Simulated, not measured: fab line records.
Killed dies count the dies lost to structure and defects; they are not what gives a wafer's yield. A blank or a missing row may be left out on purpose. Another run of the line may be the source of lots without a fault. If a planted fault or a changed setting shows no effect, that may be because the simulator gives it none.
A struck lot beside a sound one ; flow rit_cmos ; 15 steps out of a route of 202
Sound: wafers L570.1, L570.2, L570.5. Struck: wafers L568.1, L568.5, L568.6. Last of all comes the cause.
Order at every step that has rows: each side's tool, ch and its chambers, its first start. Under that, the readings that differ: sound wafers ; struck wafers ; difference of the means ; sigmas: that difference in standard deviations of wafers without a fault.
alike: readings with means less than 2 such deviations apart, plus words and numbers identical on both sides. not compared: withheld readings, readings lacking a value on some wafer, bounds such as >300 that could conceal the same value, and numbers that have no deviation in the record and whose values overlap.
A row with sigmas, a row that says differs or no value, or rows on one side alone: a step with any of these is where the two part. Non-overlapping numbers with no deviation appear without sigmas and do not part them. A reading missing from all wafers of one side parts the sides only when that side holds two or more wafers.

first, 2 steps without rows for these wafers: RIT_SPACER_CLEAN_02 (cleans in SC2, time 600 s); RIT_SPACER_CVD_03 (deposits Si3N4 from SiH2Cl2/NH3, target thk 250 nm, time 3300 s).
RIT_SPACER_THK_MEAS_04:
  struck on film_metro-01, day 4 06:24; sound on film_metro-03, day 4 15:14
  alike: SPACER_NITRIDE_THK
RIT_SPACER_ETCHBACK_05: etches Si3N4 in SF6/CHF3, stops on SiO2, target depth 250 nm, time 240 s.
  sound on rie_diel-04 ch 0,2,3, day 4 15:18; struck on rie_diel-02 ch 2,3, day 4 06:28
  alike: drypump_motor_current_A, oes_product_au, throttle_valve_pct
  not compared: rf_hours_counter_h
then, 6 steps without rows for these wafers: RIT_NSD_HMDS_00 (prime time 60 s); RIT_NSD_COAT_01 (resist thk 1000 nm); RIT_NSD_SOFTBAKE_02 (time 60 s); RIT_NSD_EXPOSE_03 (exposes mask M9, target cd 40700 nm); RIT_NSD_PEB_04; RIT_NSD_DEVELOP_05 (develop time 50 s).
RIT_NSD_OVL_MEAS_06:
  struck on overlay-02, day 4 07:35; sound on overlay-02, day 4 16:28
  alike: NSD_OVL
then, 1 step without rows for these wafers: RIT_NSD_HARDBAKE_07 (time 60 s).
RIT_NSD_IMPLANT_08:
  sound on implanter-01 ch 0, day 4 16:39; struck on implanter-01, day 4 07:46
  no value came back on the struck wafers for beam_energy_keV, beam_on_s (s), implant_ion_amu; on the sound wafers beam_energy_keV reads 24.994 25.005 24.998
RIT_NSD_STRIP_09: strips in O2, time 180 s.
  sound on plasma_asher-03 ch 0,1, day 4 16:48; struck on plasma_asher-02 ch 0,1, day 4 07:55
  alike: drypump_motor_current_A
  not compared: rf_hours_counter_h
RIT_NSD_TW_MEAS_10:
  struck on film_metro-01, day 4 08:19; sound on film_metro-04, day 4 16:59
reading;sound;struck;difference;sigmas
NSD_TW;3145 3176 3186;30 30 30;-3139;-98
  not compared: hold

## WHERE THEY PART
Last at RIT_NSD_TW_MEAS_10 as far as this record goes, first at RIT_NSD_IMPLANT_08.

WHY: the cause the simulator had injected
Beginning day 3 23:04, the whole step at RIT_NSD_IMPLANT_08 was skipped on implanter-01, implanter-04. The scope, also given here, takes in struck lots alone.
